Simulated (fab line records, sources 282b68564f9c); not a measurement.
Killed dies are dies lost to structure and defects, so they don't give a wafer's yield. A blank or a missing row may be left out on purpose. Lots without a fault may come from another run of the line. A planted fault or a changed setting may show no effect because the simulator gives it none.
fab line records | flow rit_cmos
record lots=13 wafers=39 last_day=7
route steps=202 shown M1@184
lots that met no fault: from a run of the same line without faults
start_h: hours from the record's first day to the start of the lot's first wafer shown | wait_h: hours since the lot's step before | " the same as in the row above | L1.1+2: a row that stands for several wafers | - no value, or no start given | * or withheld: withheld | < > ~ a bound
route shown NAME@n: a module of which the file shows steps, and the number in the route of the first | usual: mean/standard deviation of fault-free wafers | same: alike in all rows | chamber/n: place in a boat | sites: the reading at each site | _std_site: their standard deviation | _edge_site: outer sites' mean less inner sites' | radius_mm: how far each site lies from the wafer's centre | mask NAME#n: copy n | behind: the tool/chamber that last shaped the wafer | hold: why the lot was held/for how many hours/how that ended | device: the transistor (n, p or np) that didn't switch | end of line: the same wafers' tests at the end of the route | a step without rows: its recipe alone | killed: dies lost to structure and defects at the first sort, not the wafer's yield | map: a wafer's dies, x killed, . not, _ none there
set.NAME: the setting as run; set.NAME@STEP: as run at that earlier step | model.NAME: the simulator's own value behind a step, which no gauge read
steps of the route over a sample of lots; a table a step, a row a wafer
services: from which hour (start_h, from the record's first day; less than 0 if before it) a tool's chamber was out of use, for how many hours, and why
## steps
# step RIT_M1_SPUTTER_00
# recipe material=Al target_thk_nm=400 power_w=2000 chamber_pressure_pa=0.4 gas=Ar time_s=500 substrate_temp_c=25
# usual chamber_pressure_pa=0.4000/0.00079 throttle_valve_pct=30.2/0.92
# columns lot.wafer tool chamber start_h wait_h chamber_pressure_pa throttle_valve_pct
L508.2 pvd_sputter-01 - 53.36 0.0 0.3994 29.4
L508.4 " - " " 0.4009 30.4
L508.5 " - " " 0.3986 31.6
L509.2 pvd_sputter-02 - 61.86 0.0 0.4000 29.5
L509.5 " - " " 0.4003 29.4
L509.6 " - " " 0.3990 30.4
L510.2 pvd_sputter-01 - 69.08 0.0 0.3989 31.9
L510.5 " - " " 0.3997 31.5
L510.6 " - " " 0.3991 30.5
L511.2 pvd_sputter-02 - 75.10 0.0 0.4007 30.4
L511.5 " - " " 0.3998 30.7
L511.6 " - " " 0.4003 30.5
L512.3 pvd_sputter-03 - 78.63 0.0 0.4002 29.9
L512.4 " - " " 0.3997 28.5
L512.5 " - " " 0.4002 28.4
L513.2 pvd_sputter-01 - 82.00 0.0 0.4002 29.4
L513.5 " - " " 0.3991 31.8
L513.6 " - " " 0.3988 29.5
L514.2 pvd_sputter-03 - 91.40 0.0 0.3992 30.9
L514.5 " - " " 0.3998 28.4
L514.6 " - " " 0.3989 30.9
L515.1 pvd_sputter-01 - 96.47 0.0 0.3998 30.5
L515.4 " - " " 0.4012 29.6
L515.6 " - " " 0.4007 29.4
L516.1 pvd_sputter-02 - 99.95 0.0 0.4001 29.6
L516.4 " - " " 0.4005 30.8
L516.6 " - " " 0.4003 30.6
L517.2 pvd_sputter-01 - 100.45 0.0 0.4005 30.5
L517.5 " - " " 0.4008 30.3
L517.6 " - " " 0.3994 31.8
L522.3 pvd_sputter-03 - 128.90 0.0 0.4013 30.6
L522.4 " - " " 0.3997 30.6
L522.5 " - " " 0.4016 30.8
L526.1 pvd_sputter-03 - 144.20 0.0 0.4008 31.3
L526.2 " - " " 0.4010 29.7
L526.6 " - " " 0.4000 28.4
L531.3 pvd_sputter-01 - 172.11 0.0 0.3995 29.5
L531.5 " - " " 0.3997 29.6
L531.6 " - " " 0.4003 30.3
# step RIT_M1_RS_MEAS_01
# recipe thk_meas_gauge=four-point-probe reads=Al_of_M1_SPUTTER_00
# usual M1_AL_RS=0.0731/0.0007
# columns lot.wafer tool chamber start_h wait_h M1_AL_RS[ohm/sq]
L508.2 film_metro-02 - 53.68 0.2 0.0730
L508.4 " - " " 0.0721
L508.5 " - " " 0.0724
L509.2 film_metro-02 - 62.18 0.2 0.0726
L509.5 " - " " 0.0728
L509.6 " - " " 0.0731
L510.2 film_metro-01 - 69.39 0.2 0.0738
L510.5 " - " " 0.0733
L510.6 " - " " 0.0734
L511.2 film_metro-04 - 75.41 0.2 0.0737
L511.5 " - " " 0.0737
L511.6 " - " " 0.0732
L512.3 film_metro-02 - 78.97 0.2 0.0736
L512.4 " - " " 0.0720
L512.5 " - " " 0.0726
L513.2 film_metro-01 - 82.31 0.2 0.0740
L513.5 " - " " 0.0737
L513.6 " - " " 0.0741
L514.2 film_metro-02 - 91.72 0.2 0.0732
L514.5 " - " " 0.0723
L514.6 " - " " 0.0725
L515.1 film_metro-04 - 96.77 0.1 0.0731
L515.4 " - " " 0.0736
L515.6 " - " " 0.0734
L516.1 film_metro-02 - 100.25 0.1 0.0733
L516.4 " - " " 0.0730
L516.6 " - " " 0.0727
L517.2 film_metro-02 - 100.77 0.2 0.0738
L517.5 " - " " 0.0732
L517.6 " - " " 0.0728
L522.3 film_metro-04 - 129.24 0.2 0.0838
L522.4 " - " " 0.0848
L522.5 " - " " 0.0845
L526.1 film_metro-04 - 144.53 0.2 0.0862
L526.2 " - " " 0.0881
L526.6 " - " " 0.0863
L531.3 film_metro-02 - 172.45 0.2 0.0729
L531.5 " - " " 0.0728
L531.6 " - " " 0.0722
# step RIT_M1_THK_MEAS_02
# recipe thk_meas_gauge=xrf reads=Al_of_M1_SPUTTER_00
# usual M1_AL_THK=397/3.6
# columns lot.wafer tool chamber start_h wait_h M1_AL_THK[nm]
L508.2 film_metro-02 - 53.79 0.1 398
L508.4 " - " " 402
L508.5 " - " " 401
L509.2 film_metro-02 - 62.29 0.1 401
L509.5 " - " " 397
L509.6 " - " " 398
L510.2 film_metro-01 - 69.50 0.1 396
L510.5 " - " " 399
L510.6 " - " " 397
L511.2 film_metro-04 - 75.52 0.1 394
L511.5 " - " " 393
L511.6 " - " " 396
L512.3 film_metro-02 - 79.07 0.1 391
L512.4 " - " " 405
L512.5 " - " " 398
L513.2 film_metro-01 - 82.42 0.1 397
L513.5 " - " " 398
L513.6 " - " " 397
L514.2 film_metro-02 - 91.83 0.1 395
L514.5 " - " " 398
L514.6 " - " " 399
L515.1 film_metro-04 - 96.89 0.1 397
L515.4 " - " " 392
L515.6 " - " " 395
L516.1 film_metro-02 - 100.37 0.1 395
L516.4 " - " " 396
L516.6 " - " " 399
L517.2 film_metro-02 - 100.88 0.1 392
L517.5 " - " " 394
L517.6 " - " " 396
L522.3 film_metro-04 - 129.34 0.1 358
L522.4 " - " " 354
L522.5 " - " " 354
L526.1 film_metro-04 - 144.65 0.1 346
L526.2 " - " " 341
L526.6 " - " " 348
L531.3 film_metro-02 - 172.55 0.1 398
L531.5 " - " " 397
L531.6 " - " " 401
# step RIT_M1_METAL_ETCH_12
# recipe stop_on=SiO2 chemistry=Cl2/BCl3 target=Al time_s=165 over_etch_frac=0.5 pressure_mtorr=100 target_depth_a=6000 rf_w=250 Cl2_flow_sccm=60 bcl3_flow_sccm=50
# usual drypump_motor_current_A=5.50/0.26 oes_product_au=0.781/0.015 throttle_valve_pct=8.16/0.11
# columns lot.wafer tool chamber start_h wait_h drypump_motor_current_A oes_product_au rf_hours_counter_h throttle_valve_pct
L508.2 rie_metal-03 0 55.20 0.2 5.32 0.804 - 8.10
L508.4 " 0 " " 5.32 0.801 - 8.09
L508.5 " 0 " " 5.33 0.803 - 8.09
L509.2 rie_metal-02 0 63.62 0.2 5.23 0.778 1 8.10
L509.5 " 1 " " 5.56 0.769 - 8.29
L509.6 " 0 " " 5.23 0.781 - 8.08
L510.2 rie_metal-01 1 70.97 0.2 5.48 0.788 38 8.32
L510.5 " 0 " " 5.39 0.778 - 8.22
L510.6 " 1 " " 5.45 0.797 - 8.31
L511.2 rie_metal-03 1 77.00 0.2 6.01 0.762 4 8.01
L511.5 " 1 " " 6.05 0.747 - 8.00
L511.6 " 0 " " 5.33 0.798 - 8.10
L512.3 rie_metal-02 0 80.45 0.2 5.24 0.779 - 8.12
L512.4 " 1 " " 5.55 0.773 - 8.27
L512.5 " 1 " " 5.57 0.785 - 8.26
L513.2 rie_metal-01 0 83.77 0.2 5.39 0.779 33 8.20
L513.5 " 1 " " 5.52 0.789 - 8.31
L513.6 " 0 " " 5.39 0.781 - 8.21
L514.2 rie_metal-03 1 93.27 0.2 6.02 0.763 4 7.99
L514.5 " 0 " " 5.35 0.800 - 8.09
L514.6 " 1 " " 6.03 0.770 - 8.00
L515.1 rie_metal-02 0 98.33 0.2 5.24 0.782 1 8.09
L515.4 " 0 " " 5.23 0.773 - 8.11
L515.6 " 0 " " 5.22 0.775 - 8.09
L516.1 rie_metal-01 1 101.71 0.2 5.44 0.798 38 8.32
L516.4 " 0 " " 5.39 0.779 - 8.21
L516.6 " 1 " " 5.45 0.804 - 8.33
L517.2 rie_metal-03 1 102.34 0.2 6.04 0.760 4 8.01
L517.5 " 1 " " 6.01 0.764 - 8.00
L517.6 " 0 " " 5.33 0.802 - 8.10
L522.3 rie_metal-01 1 130.72 0.2 5.50 0.757 - 8.33
L522.4 " 0 " " 5.39 0.746 - 8.20
L522.5 " 1 " " 5.49 0.755 - 8.34
L526.1 rie_metal-02 1 146.12 0.2 5.53 0.719 2 8.29
L526.2 " 0 " " 5.23 0.717 2 8.11
L526.6 " 0 " " 5.24 0.724 - 8.10
L531.3 rie_metal-01 1 173.93 0.2 5.46 0.767 - 8.32
L531.5 " 0 " " 5.39 0.760 - 8.19
L531.6 " 1 " " 5.45 0.770 - 8.29
# step RIT_M1_PROBE_99
# usual defect_limited_yield=97.7/1.2 killed_at_M0_to_M3=0.0/0.2 killed_at_contacts=0.1/0.25 killed_at_front_end=6/3.1 killed_dies=6/3.1 killed_open=2.9/2 killed_short=3.3/2 sort_bin_3_pad_short=0.1/0.2 sort_bin_5_function=1.3/0.81 sort_bin_6_memory=0.9/0.61 sort_n_pass=258/3.1 sort_yield_pct=97.7/1.2
# same gross_dies=264 killed_at_M4_up=0 killed_at_back_side=0 killed_at_other=0
# columns lot.wafer tool chamber start_h wait_h defect_limited_yield[%] killed_at_M0_to_M3 killed_at_contacts killed_at_front_end killed_dies killed_open killed_short sort_bin_3_pad_short[%] sort_bin_5_function[%] sort_bin_6_memory[%] sort_n_pass sort_yield_pct[%]
L508.2 prober-02 - 57.71 0.1 96.6 0 0 9 9 6 3 0 1.9 1.5 255 96.6
L508.4 prober-02 - 57.81 0.2 98.9 0 0 3 3 2 1 0 1.1 0 261 98.9
L508.5 prober-02 - 57.86 0.2 98.5 0 0 4 4 2 2 0 0.8 0.8 260 98.5
L509.2 prober-01 - 65.92 0.1 98.5 0 0 4 4 0 4 0 1.1 0.4 260 98.5
L509.5 prober-01 - 66.07 0.2 97.7 0 0 6 6 4 2 0.4 1.1 0.8 258 97.7
L509.6 prober-01 - 66.12 0.2 99.2 0 0 2 2 2 0 0 0.8 0 262 99.2
L510.2 prober-02 - 73.27 0.1 95.1 0 0 13 13 3 10 0 2.7 2.3 251 95.1
L510.5 prober-02 - 73.42 0.2 97.0 0 0 8 8 3 5 0 1.9 1.1 256 97.0
L510.6 prober-02 - 73.47 0.2 97.3 0 0 7 7 5 2 0 1.9 0.8 257 97.3
L511.2 prober-01 - 79.30 0.1 98.1 0 0 5 5 2 3 0 0.8 1.1 259 98.1
L511.5 prober-01 - 79.45 0.2 97.0 0 0 8 8 4 4 0 1.9 1.1 256 97.0
L511.6 prober-01 - 79.50 0.2 97.7 0 0 6 6 2 4 0.4 0.4 1.5 258 97.7
L512.3 prober-02 - 82.75 0.2 97.3 0 0 7 7 5 2 0 1.5 1.1 257 97.3
L512.4 prober-02 - 82.80 0.2 97.3 0 0 7 7 1 6 0 1.5 1.1 257 97.3
L512.5 prober-02 - 82.85 0.2 98.5 0 0 4 4 1 3 0 0.4 1.1 260 98.5
L513.2 prober-01 - 86.08 0.1 98.9 1 1 1 3 0 2 0 1.1 0 261 98.9
L513.5 prober-01 - 86.23 0.2 98.9 0 0 3 3 1 2 0 0.8 0.4 261 98.9
L513.6 prober-01 - 86.28 0.2 98.1 0 0 5 5 1 3 0 0.8 1.1 259 98.1
L514.2 prober-02 - 95.58 0.1 98.1 0 0 5 5 4 1 0 1.1 0.8 259 98.1
L514.5 prober-02 - 95.73 0.2 98.5 0 0 4 4 2 2 0.4 0 1.1 260 98.5
L514.6 prober-02 - 95.78 0.2 98.5 0 0 4 4 3 1 0 0 1.5 260 98.5
L515.1 prober-01 - 100.58 0.1 96.6 0 0 9 9 6 3 0 1.5 1.9 255 96.6
L515.4 prober-01 - 100.73 0.2 96.2 0 1 9 10 6 4 0 3.0 0.8 254 96.2
L515.6 prober-01 - 100.83 0.2 94.7 0 0 14 14 7 7 0.4 3.0 1.9 250 94.7
L516.1 prober-02 - 103.96 0.1 97.7 0 0 6 6 2 4 0.4 0.8 1.1 258 97.7
L516.4 prober-02 - 104.11 0.2 98.5 0 0 4 4 2 2 0 1.1 0.4 260 98.5
L516.6 prober-02 - 104.21 0.2 96.6 0 0 9 9 5 4 0.4 1.5 1.5 255 96.6
L517.2 prober-01 - 105.51 0.1 99.2 0 0 2 2 2 0 0 0.4 0.4 262 99.2
L517.5 prober-01 - 105.66 0.2 100.0 0 0 0 0 0 0 0 0 0 264 100.0
L517.6 prober-01 - 105.71 0.2 93.6 0 0 17 17 10 7 0 4.2 2.3 247 93.6
L522.3 prober-02 - 133.02 0.2 98.5 0 0 4 4 2 2 0.4 0.8 0.4 260 98.5
L522.4 prober-02 - 133.07 0.2 95.1 0 0 13 13 4 9 0 2.7 2.3 251 95.1
L522.5 prober-02 - 133.12 0.2 96.2 0 0 10 10 6 4 0.8 1.9 1.1 254 96.2
L526.1 prober-02 - 148.38 0.1 98.1 0 0 5 5 3 2 0 0.8 1.1 259 98.1
L526.2 prober-02 - 148.43 0.1 98.5 0 0 4 4 3 1 0 0.8 0.8 260 98.5
L526.6 prober-02 - 148.63 0.2 96.6 0 0 9 9 3 6 0.4 2.3 0.8 255 96.6
L531.3 prober-01 - 176.23 0.2 98.5 0 0 4 4 2 2 0 1.1 0.4 260 98.5
L531.5 prober-01 - 176.33 0.2 98.1 0 0 5 5 1 4 0.8 0.8 0.4 259 98.1
L531.6 prober-01 - 176.38 0.2 98.1 0 0 5 5 1 4 0 0.8 1.1 259 98.1
# killed by level:class
L508.2 GATE:geometric_particle:open=4 GATE:geometric_particle:short=2 FOX1:geometric_particle:open=1 REOX:geometric_particle:short=1 SILICIDE:geometric_particle:open=1
L508.4 REOX:geometric_particle:short=1 REOX:geometric_particle:open=1 SILICIDE:geometric_particle:open=1
L508.5 GATE:geometric_particle:short=2 GATE:geometric_particle:open=1 SILICIDE:geometric_particle:open=1
L509.2 GATE:geometric_particle:short=2 FOX2:geometric_particle:short=1 SPACER:geometric_particle:short=1
L509.5 GATE:geometric_particle:open=2 GATE:geometric_particle:short=1 REOX:geometric_particle:short=1 SPACER:geometric_particle:open=1 SILICIDE:geometric_particle:open=1
L509.6 REOX:geometric_particle:open=1 SPACER:geometric_particle:open=1
L510.2 GATE:geometric_particle:short=4 SILICIDE:geometric_particle:short=3 FOX2:geometric_particle:short=2 GATE:geometric_particle:open=2 REOX:geometric_particle:short=1 SPACER:geometric_particle:open=1
L510.5 FOX2:geometric_particle:short=3 FOX2:geometric_particle:open=2 GATE:geometric_particle:short=1 GATE:geometric_particle:open=1 SPACER:geometric_particle:short=1
L510.6 GATE:geometric_particle:open=3 FOX2:geometric_particle:open=2 SPACER:geometric_particle:short=1 SILICIDE:geometric_particle:short=1
L511.2 ACTIVE:geometric_particle:short=1 GATE:geometric_particle:short=1 GATE:geometric_particle:open=1 SPACER:geometric_particle:open=1 SILICIDE:geometric_particle:short=1
L511.5 GATE:geometric_particle:short=3 SPACER:geometric_particle:open=2 SILICIDE:geometric_particle:open=2 SILICIDE:geometric_particle:short=1
L511.6 GATE:geometric_particle:short=2 FOX1:geometric_particle:short=1 GATE:geometric_particle:open=1 SPACER:geometric_particle:short=1 SILICIDE:geometric_particle:open=1
L512.3 GATE:geometric_particle:open=2 FOX2:geometric_particle:short=1 FOX2:geometric_particle:open=1 GATE:geometric_particle:short=1 REOX:geometric_particle:open=1 SPACER:geometric_particle:open=1
L512.4 FOX1:geometric_particle:short=3 FOX1:geometric_particle:open=1 GATE:geometric_particle:short=1 SPACER:geometric_particle:short=1 SILICIDE:geometric_particle:short=1
L512.5 SILICIDE:geometric_particle:short=2 FOX1:geometric_particle:short=1 SILICIDE:geometric_particle:open=1
L513.2 FOX2:geometric_particle:short=1 CONTACT:geometric_particle:short=1 M1:coat_microbubble_printed=1
L513.5 FOX2:geometric_particle:short=1 FOX2:geometric_particle:open=1 GATE:geometric_particle:short=1
L513.6 GATE:geometric_particle:short=3 SILICIDE:geometric_particle:open=1 PSD:coat_microbubble_printed=1
L514.2 FOX1:geometric_particle:open=2 GATE:geometric_particle:open=2 FOX1:geometric_particle:short=1
L514.5 SILICIDE:geometric_particle:open=2 FOX1:geometric_particle:short=1 GATE:geometric_particle:short=1
L514.6 GATE:geometric_particle:open=2 SILICIDE:geometric_particle:short=1 SILICIDE:geometric_particle:open=1
L515.1 REOX:geometric_particle:open=4 FOX1:geometric_particle:open=1 FOX1:geometric_particle:short=1 GATE:geometric_particle:short=1 SPACER:geometric_particle:short=1 SPACER:geometric_particle:open=1
L515.4 FOX1:geometric_particle:open=2 FOX1:geometric_particle:short=2 GATE:geometric_particle:open=2 FOX2:geometric_particle:short=1 SPACER:geometric_particle:short=1 SILICIDE:geometric_particle:open=1 CONTACT:geometric_particle:open=1
L515.6 GATE:geometric_particle:open=6 GATE:geometric_particle:short=3 REOX:geometric_particle:short=2 FOX1:geometric_particle:short=1 REOX:geometric_particle:open=1 SPACER:geometric_particle:short=1
L516.1 SPACER:geometric_particle:short=3 GATE:geometric_particle:open=1 GATE:geometric_particle:short=1 SPACER:geometric_particle:open=1
L516.4 FOX1:geometric_particle:short=1 FOX2:geometric_particle:open=1 REOX:geometric_particle:short=1 SILICIDE:geometric_particle:open=1
L516.6 FOX2:geometric_particle:open=2 REOX:geometric_particle:open=2 FOX1:geometric_particle:short=1 FOX2:geometric_particle:short=1 REOX:geometric_particle:short=1 SPACER:geometric_particle:open=1 SILICIDE:geometric_particle:short=1
L517.2 GATE:geometric_particle:open=1 SPACER:geometric_particle:open=1
L517.6 REOX:geometric_particle:short=3 REOX:geometric_particle:open=3 SPACER:geometric_particle:open=3 FOX2:geometric_particle:open=2 SPACER:geometric_particle:short=2 FOX1:geometric_particle:open=1 GATE:geometric_particle:open=1 GATE:geometric_particle:short=1
L522.3 FOX1:geometric_particle:open=1 GATE:geometric_particle:short=1 SPACER:geometric_particle:open=1 SPACER:geometric_particle:short=1
L522.4 SPACER:geometric_particle:short=4 SILICIDE:geometric_particle:short=2 FOX1:geometric_particle:short=1 FOX1:geometric_particle:open=1 FOX2:geometric_particle:short=1 FOX2:geometric_particle:open=1 GATE:geometric_particle:open=1 REOX:geometric_particle:short=1
L522.5 GATE:geometric_particle:short=2 GATE:geometric_particle:open=2 REOX:geometric_particle:open=2 FOX1:geometric_particle:short=1 REOX:geometric_particle:short=1 SPACER:geometric_particle:open=1 SILICIDE:geometric_particle:open=1
L526.1 GATE:geometric_particle:open=2 FOX2:geometric_particle:short=1 SILICIDE:geometric_particle:open=1 SILICIDE:geometric_particle:short=1
L526.2 FOX1:geometric_particle:short=1 GATE:geometric_particle:open=1 REOX:geometric_particle:open=1 SPACER:geometric_particle:open=1
L526.6 FOX1:geometric_particle:open=2 GATE:geometric_particle:short=2 SPACER:geometric_particle:short=2 FOX2:geometric_particle:short=1 GATE:geometric_particle:open=1 REOX:geometric_particle:short=1
L531.3 SPACER:geometric_particle:short=2 FOX1:geometric_particle:open=1 SPACER:geometric_particle:open=1
L531.5 GATE:geometric_particle:short=2 FOX1:geometric_particle:short=1 SILICIDE:geometric_particle:short=1 SILICIDE:geometric_particle:open=1
L531.6 GATE:geometric_particle:short=2 FOX1:geometric_particle:short=1 REOX:geometric_particle:open=1 SPACER:geometric_particle:short=1
## services
# columns tool chamber start_h hours kind
pvd_sputter-03 - 34.94 1.0 repair
rie_metal-03 1 52.90 10.5 repair
rie_metal-02 - 73.94 0.8 repair
pvd_sputter-03 - 75.64 2.5 repair
rie_metal-02 - 82.15 1.3 repair
rie_metal-01 - 136.12 20.0 pm
rie_metal-01 0 136.12 20.0 vent_cycle
rie_metal-01 1 136.12 20.0 vent_cycle
rie_metal-01 0 156.12 - clean
rie_metal-01 1 156.12 - clean
## key
first_sign step=RIT_M1_RS_MEAS_01 reading=M1_AL_RS direction=up sigmas=18 usual=0.0731 struck=0.0856
effect step=RIT_M1_THK_MEAS_02 reading=M1_AL_THK direction=down sigmas=13 usual=397 struck=350
effect step=RIT_M1_METAL_ETCH_12 reading=oes_product_au direction=down sigmas=3 usual=0.781 struck=0.736
met_at RIT_M1_SPUTTER_00
struck_lots L522,L526
onset_between 91.40 128.90
fault kind=site_profile_drift tool=pvd_sputter-03 chamber=- onset_h=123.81 steps=RIT_M1_SPUTTER_00 basis=fraction max_abs_drift=0.28466 slope_share_per_hr=63.257 site_pattern=0,0,0,0,0,-1,-1,-1,-1
